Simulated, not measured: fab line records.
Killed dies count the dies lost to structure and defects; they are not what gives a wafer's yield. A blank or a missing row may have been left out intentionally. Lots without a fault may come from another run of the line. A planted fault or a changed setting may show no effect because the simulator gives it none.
fab line records | flow rit-cmos
record lots=16 wafers=48 last-day=7
route steps=202 shown GATE@83 SPACER@128 CONTACT@181 M1@202
lots untouched by any fault: they come from a run of this same line in which no faults occurred
start-h: start of the lot's first displayed wafer, in hours after the record's first day | wait-h: hours since the lot's step before | " as in the row above | L1.1+2: a single row standing in for several wafers | - value missing, or start not given | * or withheld: withheld | < > ~ a bound
route shown NAME@n: names a module that has steps shown in the file, with the first one's number in the route | usual: the fault-free wafers' mean and standard deviation | same: alike in all rows | chamber/n: place in a boat | sites: each site's reading | _std_site: the standard deviation of these | _edge_site: outer sites' mean less inner sites' | radius-mm: how far each site lies from the wafer's centre | mask NAME#n: copy n | behind: the tool/chamber that last shaped the wafer | hold: cause of the lot's hold/its duration in hours/its outcome | device: the n, p or np transistor that did not switch | end of line: the same wafers' tests at the end of the route | a step with no rows: only its recipe | killed: the dies lost at the first sort to structure and to defects; this is not the yield of the wafer | map: the dies of a wafer, with x for killed, . for not killed, _ for no die there
set.NAME: the setting the step ran with; set.NAME@STEP: the setting that earlier step ran with | model.NAME: the simulator's own value behind a step, which no gauge read
route steps across a sampled set of lots; one table per step, one row per wafer
services: from which hour (start-h, from the record's first day; less than 0 if before it) a tool's chamber was out of use, for how many hours, and why
## steps
# step RIT_GATE_THK_MEAS_07
# recipe reads=SiO2_of_GATE_OXIDATION_05
# usual GATE_OXIDE_THK=3.02/0.061
# columns lot.wafer tool chamber start-h wait-h GATE_OXIDE_THK[nm]
L552.1 film-metro-04 - 34.02 0.0 3.13
L552.3 " - " " 3.06
L552.6 " - " " 3.04
L555.1 film-metro-01 - 50.06 0.0 3.10
L555.3 " - " " 2.95
L555.4 " - " " 3.08
L556.1 film-metro-01 - 54.09 0.0 2.95
L556.3 " - " " 3.09
L556.4 " - " " 2.98
L557.2 film-metro-01 - 58.39 0.0 3.08
L557.3 " - " " 3.14
L557.4 " - " " 3.02
L558.3 film-metro-04 - 63.29 0.0 2.91
L558.5 " - " " 3.00
L558.6 " - " " 3.00
L559.1 film-metro-02 - 68.83 0.0 3.02
L559.5 " - " " 3.08
L559.6 " - " " 3.01
L560.1 film-metro-01 - 74.69 0.0 3.03
L560.2 " - " " 3.02
L560.6 " - " " 3.03
L562.1 film-metro-02 - 83.23 0.0 2.96
L562.2 " - " " 2.97
L562.6 " - " " 2.97
L564.1 film-metro-04 - 93.28 0.0 3.03
L564.5 " - " " 2.97
L564.6 " - " " 3.02
L565.2 film-metro-02 - 99.76 0.0 2.99
L565.4 " - " " 3.07
L565.5 " - " " 3.02
L566.1 film-metro-02 - 106.38 0.0 2.89
L566.3 " - " " 2.87
L566.6 " - " " 2.95
L567.1 film-metro-02 - 109.09 0.0 3.04
L567.4 " - " " 2.99
L567.6 " - " " 3.13
L568.1 film-metro-02 - 114.88 0.0 3.00
L568.3 " - " " 3.02
L568.6 " - " " 3.06
L569.1 film-metro-04 - 119.78 0.0 3.06
L569.2 " - " " 3.14
L569.6 " - " " 3.13
L574.2 film-metro-01 - 144.69 0.0 3.06
L574.4 " - " " 3.06
L574.5 " - " " 2.95
L575.2 film-metro-04 - 149.42 0.0 3.07
L575.4 " - " " 3.08
L575.6 " - " " 2.96
# step RIT_GATE_OVL_MEAS_17
# usual GATE_OVL=-0.2/1.6
# columns lot.wafer tool chamber start-h wait-h GATE_OVL[nm]
L552.1 overlay-02 - 36.72 0.1 1.6
L552.3 " - " " 1.2
L552.6 " - " " 1.0
L555.1 overlay-02 - 52.90 0.1 0.8
L555.3 " - " " -0.9
L555.4 " - " " -0.2
L556.1 overlay-02 - 56.95 0.1 3.3
L556.3 " - " " 1.0
L556.4 " - " " 3.2
L557.2 overlay-02 - 61.20 0.1 0.8
L557.3 " - " " -1.3
L557.4 " - " " 0.5
L558.3 overlay-01 - 65.99 0.1 0.5
L558.5 " - " " 2.8
L558.6 " - " " 1.4
L559.1 overlay-02 - 71.66 0.1 1.6
L559.5 " - " " 0.7
L559.6 " - " " -0.7
L560.1 overlay-01 - 77.52 0.1 -0.3
L560.2 " - " " -0.7
L560.6 " - " " 0.6
L562.1 overlay-02 - 86.07 0.1 -0.6
L562.2 " - " " 0.1
L562.6 " - " " 0.4
L564.1 overlay-01 - 96.33 0.1 -0.4
L564.5 " - " " -1.0
L564.6 " - " " 0.9
L565.2 overlay-01 - 102.58 0.1 -1.6
L565.4 " - " " -0.3
L565.5 " - " " -1.5
L566.1 overlay-02 - 109.22 0.1 -2.7
L566.3 " - " " -3.1
L566.6 " - " " -3.4
L567.1 overlay-02 - 112.02 0.1 -0.2
L567.4 " - " " -1.6
L567.6 " - " " 0.7
L568.1 overlay-01 - 117.74 0.1 -0.3
L568.3 " - " " 1.7
L568.6 " - " " -0.1
L569.1 overlay-02 - 122.77 0.1 -2.0
L569.2 " - " " -2.9
L569.6 " - " " -2.8
L574.2 overlay-02 - 147.49 0.1 -1.6
L574.4 " - " " -1.9
L574.5 " - " " -3.6
L575.2 overlay-02 - 152.31 0.1 -1.2
L575.4 " - " " -1.4
L575.6 " - " " -0.2
# step RIT_SPACER_CVD_03
# recipe material=Si3N4 target-thk-nm=250 temp-c=810 precursor=SiH2Cl2/NH3 time-s=3300 pressure-mtorr=300 sih2cl2-flow-sccm=60 nh3-flow-sccm=150
# usual susceptor-temp-C=810.0/0.38
# columns lot.wafer tool chamber start-h wait-h susceptor-temp-C
L552.1 lpcvd-01 1 43.64 0.0 810.6
L552.3 " 1 " " 810.3
L552.6 " 1 " " 810.8
L555.1 lpcvd-01 1 59.87 0.0 809.9
L555.3 " 1 " " 810.2
L555.4 " 1 " " 810.0
L556.1 lpcvd-02 0 63.74 0.0 810.3
L556.3 " 0 " " 810.1
L556.4 " 0 " " 809.7
L557.2 lpcvd-01 0 68.98 0.0 809.2
L557.3 " 0 " " 809.7
L557.4 " 0 " " 809.6
L558.3 lpcvd-01 0 73.35 0.0 810.4
L558.5 " 0 " " 810.2
L558.6 " 0 " " 810.6
L559.1 lpcvd-02 1 78.45 0.0 810.0
L559.5 " 1 " " 810.1
L559.6 " 1 " " 809.9
L560.1 lpcvd-02 1 84.60 0.0 810.1
L560.2 " 1 " " 810.2
L560.6 " 1 " " 810.4
L562.1 lpcvd-01 0 93.01 0.0 809.9
L562.2 " 0 " " 810.0
L562.6 " 0 " " 810.4
L564.1 lpcvd-01 0 103.42 0.0 809.8
L564.5 " 0 " " 809.8
L564.6 " 0 " " 810.6
L565.2 lpcvd-02 1 111.25 0.0 809.9
L565.4 " 1 " " 810.2
L565.5 " 1 " " 809.9
L566.1 lpcvd-01 0 116.19 0.0 810.1
L566.3 " 0 " " 810.6
L566.6 " 0 " " 810.6
L567.1 lpcvd-01 0 119.10 0.0 810.3
L567.4 " 0 " " 809.7
L567.6 " 0 " " 810.1
L568.1 lpcvd-01 0 124.76 0.0 810.2
L568.3 " 0 " " 810.8
L568.6 " 0 " " 810.3
L569.1 lpcvd-02 0 130.48 0.0 810.5
L569.2 " 0 " " 810.2
L569.6 " 0 " " 810.5
L574.2 lpcvd-02 0 154.56 0.0 810.2
L574.4 " 0 " " 809.5
L574.5 " 0 " " 810.0
L575.2 lpcvd-02 1 159.36 0.0 810.2
L575.4 " 1 " " 809.9
L575.6 " 1 " " 809.8
# step RIT_SPACER_THK_MEAS_04
# recipe reads=Si3N4_of_SPACER_CVD_03
# usual SPACER_NITRIDE_THK=249.3/2.4
# columns lot.wafer tool chamber start-h wait-h SPACER_NITRIDE_THK[nm]
L552.1 film-metro-03 - 45.56 0.0 247.8
L552.3 " - " " 248.2
L552.6 " - " " 247.8
L555.1 film-metro-04 - 61.78 0.0 252.0
L555.3 " - " " 250.4
L555.4 " - " " 251.4
L556.1 film-metro-03 - 65.66 0.0 250.4
L556.3 " - " " 251.9
L556.4 " - " " 250.5
L557.2 film-metro-02 - 70.91 0.0 252.3
L557.3 " - " " 252.1
L557.4 " - " " 252.1
L558.3 film-metro-03 - 75.29 0.0 250.0
L558.5 " - " " 249.6
L558.6 " - " " 247.0
L559.1 film-metro-04 - 80.37 0.0 250.5
L559.5 " - " " 251.3
L559.6 " - " " 250.1
L560.1 film-metro-04 - 86.52 0.0 249.3
L560.2 " - " " 249.4
L560.6 " - " " 253.3
L562.1 film-metro-04 - 94.93 0.0 248.4
L562.2 " - " " 248.5
L562.6 " - " " 251.3
L564.1 film-metro-02 - 105.34 0.0 277.5
L564.5 " - " " 278.2
L564.6 " - " " 279.3
L565.2 film-metro-03 - 113.18 0.0 250.3
L565.4 " - " " 251.7
L565.5 " - " " 250.1
L566.1 film-metro-04 - 118.11 0.0 281.4
L566.3 " - " " 279.5
L566.6 " - " " 283.2
L567.1 film-metro-02 - 121.01 0.0 274.9
L567.4 " - " " 276.3
L567.6 " - " " 275.9
L568.1 film-metro-04 - 126.67 0.0 281.3
L568.3 " - " " 279.8
L568.6 " - " " 283.6
L569.1 film-metro-04 - 132.39 0.0 249.9
L569.2 " - " " 248.4
L569.6 " - " " 250.0
L574.2 film-metro-02 - 156.49 0.0 251.3
L574.4 " - " " 252.2
L574.5 " - " " 252.0
L575.2 film-metro-04 - 161.29 0.0 246.7
L575.4 " - " " 245.5
L575.6 " - " " 244.0
# step RIT_SPACER_ETCHBACK_05
# recipe target-depth-a=2500 SF6_flow_sccm=30 CHF3_flow_sccm=30 target=Si3N4 chemistry=SF6/CHF3 pressure-mtorr=40 rf-w=241.3 time-s=240 stop-on=SiO2
# usual drypump-motor-current-A=5.8/0.44 oes-product-au=0.840/0.013 throttle-valve-pct=10.29/0.17
# columns lot.wafer tool chamber start-h wait-h drypump-motor-current-A oes-product-au rf-hours-counter-h throttle-valve-pct
L552.1 rie-diel-04 3 45.62 0.1 5.1 0.820 87 10.59
L552.3 " 0 " " 6.2 0.847 102 10.04
L552.6 " 0 " " 6.3 0.834 - 10.06
L555.1 rie-diel-02 0 61.84 0.1 5.1 0.855 26 10.29
L555.3 " 3 " " 6.2 0.837 155 10.41
L555.4 " 1 " " 6.5 0.842 3 10.41
L556.1 rie-diel-01 0 65.72 0.1 6.1 0.848 149 10.10
L556.3 " 2 " " 6.2 0.866 52 10.20
L556.4 " 2 " " 6.2 0.863 - 10.18
L557.2 rie-diel-04 0 70.96 0.0 6.2 0.843 102 10.05
L557.3 " 0 " " 6.3 0.847 - 10.06
L557.4 " 2 " " 5.3 0.853 - 10.56
L558.3 rie-diel-02 3 75.33 0.0 6.2 0.826 155 10.41
L558.5 " 3 " " 6.2 0.824 - 10.42
L558.6 " 0 " " 5.1 0.838 - 10.28
L559.1 rie-diel-01 1 80.43 0.1 5.8 0.846 0 10.31
L559.5 " 0 " " 6.1 0.845 - 10.10
L559.6 " 1 " " 5.8 0.828 - 10.29
L560.1 rie-diel-01 0 86.58 0.1 6.1 0.846 150 10.10
L560.2 " 3 " " 5.5 0.832 4 10.23
L560.6 " 0 " " 6.1 0.857 - 10.10
L562.1 rie-diel-04 2 94.99 0.1 5.3 0.837 7 10.54
L562.2 " 0 " " 6.3 0.841 103 10.04
L562.6 " 3 " " 5.1 0.830 - 10.58
L564.1 rie-diel-01 2 105.40 0.1 6.2 0.932 53 10.21
L564.5 " 0 " " 6.1 0.909 - 10.12
L564.6 " 1 " " 5.8 0.903 - 10.33
L565.2 rie-diel-02 3 113.23 0.0 6.2 0.829 156 10.42
L565.4 " 2 " " 5.5 0.830 151 10.35
L565.5 " 3 " " 6.2 0.825 - 10.42
L566.1 rie-diel-04 0 118.17 0.1 6.3 0.924 104 10.08
L566.3 " 1 " " 6.1 0.928 44 10.04
L566.6 " 0 " " 6.3 0.924 - 10.08
L567.1 rie-diel-04 2 121.07 0.1 5.3 0.901 7 10.57
L567.4 " 2 " " 5.3 0.898 - 10.59
L567.6 " 1 " " 6.1 0.903 - 10.04
L568.1 rie-diel-01 2 126.73 0.1 6.2 0.935 53 10.20
L568.3 " 3 " " 5.5 0.916 5 10.28
L568.6 " 1 " " 5.8 0.917 - 10.32
L569.1 rie-diel-02 1 132.45 0.1 6.5 0.845 4 10.39
L569.2 " 0 " " 5.2 0.845 27 10.28
L569.6 " 0 " " 5.2 0.853 - 10.31
L574.2 rie-diel-01 2 156.54 0.0 6.2 0.863 54 10.19
L574.4 " 1 " " 5.8 0.843 - 10.30
L574.5 " 3 " " 5.5 0.842 - 10.26
L575.2 rie-diel-01 1 161.34 0.0 5.8 0.828 2 10.30
L575.4 " 2 " " 6.2 0.857 - 10.16
L575.6 " 3 " " 5.5 0.827 - 10.25
# step RIT_CONTACT_CD_MEAS_90
# recipe target-cd-nm=1000
# usual cd-nm=1000.2/1.9
# columns lot.wafer tool chamber start-h wait-h cd-nm
L552.1 cd-sem-01 - 52.34 0.1 1000.0
L552.3 " - " " 997.5
L552.6 " - " " 998.3
L555.1 cd-sem-02 - 68.05 0.1 1003.2
L555.3 " - " " 998.4
L555.4 " - " " 1004.1
L556.1 cd-sem-02 - 72.21 0.1 1000.3
L556.3 " - " " 1000.1
L556.4 " - " " 1001.0
L557.2 cd-sem-01 - 77.43 0.1 1005.0
L557.3 " - " " 1003.4
L557.4 " - " " 1004.2
L558.3 cd-sem-02 - 82.12 0.1 998.2
L558.5 " - " " 999.2
L558.6 " - " " 998.8
L559.1 cd-sem-02 - 87.24 0.1 999.4
L559.5 " - " " 998.4
L559.6 " - " " 1000.6
L560.1 cd-sem-02 - 92.99 0.1 1001.7
L560.2 " - " " 1001.5
L560.6 " - " " 1000.0
L562.1 cd-sem-02 - 101.38 0.1 999.8
L562.2 " - " " 1000.9
L562.6 " - " " 999.3
L564.1 cd-sem-01 - 111.84 0.1 1001.9
L564.5 " - " " 999.1
L564.6 " - " " 999.2
L565.2 cd-sem-01 - 119.85 0.1 999.6
L565.4 " - " " 997.6
L565.5 " - " " 999.5
L566.1 cd-sem-01 - 124.71 0.1 1000.0
L566.3 " - " " 999.9
L566.6 " - " " 1000.3
L567.1 cd-sem-02 - 127.36 0.1 1002.1
L567.4 " - " " 1002.7
L567.6 " - " " 1001.6
L568.1 cd-sem-02 - 133.63 0.1 1001.2
L568.3 " - " " 1001.7
L568.6 " - " " 1000.7
L569.1 cd-sem-02 - 138.98 0.1 999.5
L569.2 " - " " 999.9
L569.6 " - " " 999.4
L574.2 cd-sem-01 - 163.61 0.1 995.5
L574.4 " - " " 995.0
L574.5 " - " " 997.4
L575.2 cd-sem-01 - 167.88 0.1 1004.9
L575.4 " - " " 1000.9
L575.6 " - " " 1001.4
# step RIT_M1_PROBE_99
# usual killed-at-contacts=0.0/0.18 killed-at-front-end=6/3.1 killed-dies=6/3.1 killed-open=3.4/1.9 killed-short=3.1/2
# same gross-dies=264 killed_at_M0_to_M3=0 killed_at_M4_up=0 killed-at-back-side=0 killed-at-other=0
# columns lot.wafer tool chamber start-h wait-h killed-at-contacts killed-at-front-end killed-dies killed-open killed-short
L558.3 prober-01 - 87.01 0.2 0 4 4 3 1
L558.5 prober-01 - 87.11 0.2 0 6 6 2 4
L558.6 prober-01 - 87.16 0.2 0 8 8 3 5
L564.1 prober-01 - 116.50 0.1 0 10 10 6 4
L564.5 prober-01 - 116.70 0.2 0 9 9 3 6
L564.6 prober-01 - 116.75 0.2 0 8 8 3 5
L568.1 prober-01 - 138.33 0.1 0 6 6 4 1
L568.3 prober-01 - 138.43 0.2 0 6 6 4 2
L568.6 prober-01 - 138.58 0.2 0 6 6 4 2
# killed by level:class
L558.3 GATE:geometric-particle:open=2 FOX1:geometric-particle:short=1 SILICIDE:geometric-particle:open=1
L558.5 FOX1:geometric-particle:short=3 SPACER:geometric-particle:open=2 GATE:geometric-particle:short=1
L558.6 GATE:geometric-particle:short=3 GATE:geometric-particle:open=2 FOX1:geometric-particle:short=1 FOX1:geometric-particle:open=1 SILICIDE:geometric-particle:short=1
L564.1 FOX1:geometric-particle:short=2 FOX1:geometric-particle:open=2 GATE:geometric-particle:short=2 FOX2:geometric-particle:open=1 GATE:geometric-particle:open=1 REOX:geometric-particle:open=1 SPACER:geometric-particle:open=1
L564.5 GATE:geometric-particle:short=3 SPACER:geometric-particle:open=3 FOX1:geometric-particle:short=1 FOX2:geometric-particle:short=1 REOX:geometric-particle:short=1
L564.6 GATE:geometric-particle:short=2 SPACER:geometric-particle:short=2 FOX1:geometric-particle:open=1 FOX1:geometric-particle:short=1 SPACER:geometric-particle:open=1 SILICIDE:geometric-particle:open=1
L568.1 GATE:geometric-particle:open=1 REOX:geometric-particle:open=1 SPACER:geometric-particle:open=1 SILICIDE:geometric-particle:open=1 SILICIDE:geometric-particle:short=1 SPACER:area-etchback=1
L568.3 SILICIDE:geometric-particle:open=2 FOX2:geometric-particle:open=1 GATE:geometric-particle:open=1 GATE:geometric-particle:short=1 REOX:geometric-particle:short=1
L568.6 SPACER:geometric-particle:open=2 FOX1:geometric-particle:open=1 GATE:geometric-particle:open=1 REOX:geometric-particle:short=1 SILICIDE:geometric-particle:short=1
## services
# columns tool chamber start-h hours kind
rie-diel-04 2 27.79 10.4 repair
rie-diel-01 0 30.76 19.4 repair
rie-diel-01 1 32.34 2.6 repair
rie-diel-02 - 39.46 1.9 repair
rie-diel-04 1 46.52 11.5 repair
rie-diel-01 1 50.16 - clean
rie-diel-01 1 50.16 19.1 scheduled-down
rie-diel-01 1 50.16 19.1 vent-cycle
rie-diel-04 1 58.94 12.4 repair
rie-diel-01 - 60.98 4.1 repair
rie-diel-04 3 63.48 12.8 repair
rie-diel-01 - 67.61 0.7 repair
rie-diel-02 - 71.46 2.8 pm
rie-diel-04 2 78.94 5.8 repair
rie-diel-04 3 114.91 13.8 repair
rie-diel-02 3 117.52 - clean
rie-diel-02 3 117.52 15.7 scheduled-down
rie-diel-04 0 123.08 3.4 repair
rie-diel-02 2 126.91 3.8 repair
rie-diel-01 0 146.91 - clean
rie-diel-01 0 146.91 17.6 scheduled-down
rie-diel-01 0 146.91 17.6 vent-cycle
lpcvd-01 - 152.23 0.7 repair
rie-diel-04 2 154.73 7.5 repair
## key
first-sign step=RIT_SPACER_THK_MEAS_04 reading=SPACER_NITRIDE_THK direction=up sigmas=13 usual=249.3 struck=279.2
effect step=RIT_SPACER_ETCHBACK_05 reading=oes-product-au direction=up sigmas=5.8 usual=0.840 struck=0.916
met-at RIT_SPACER_CVD_03
struck-lots L564,L566,L567,L568
struck-wafers L564.1,L564.5,L564.6,L566.1,L566.3,L566.6,L567.1,L567.4,L567.6,L568.1,L568.3,L568.6
tester-left-out L564,L566,L567,L568
not-acting-at RIT_GATE_THK_MEAS_07,RIT_GATE_OVL_MEAS_17,RIT_CONTACT_CD_MEAS_90
onset-between 93.01 103.42
fault kind=process-parameter-drift tool=lpcvd-01 chamber=0 onset-h=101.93 steps=RIT_SPACER_CVD_03 channel=target-thk-nm offset=30 shape=step end-h=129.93 acts-in=these-recipes-only stated=250
# tester-left-out: of these lots the tester's yield and bins aren't shown, on N5 and GAA mostly nor the transistor test; their killed dies are dies lost to structure and defects alone, not to doping, threshold or leakage, so they don't give the yield
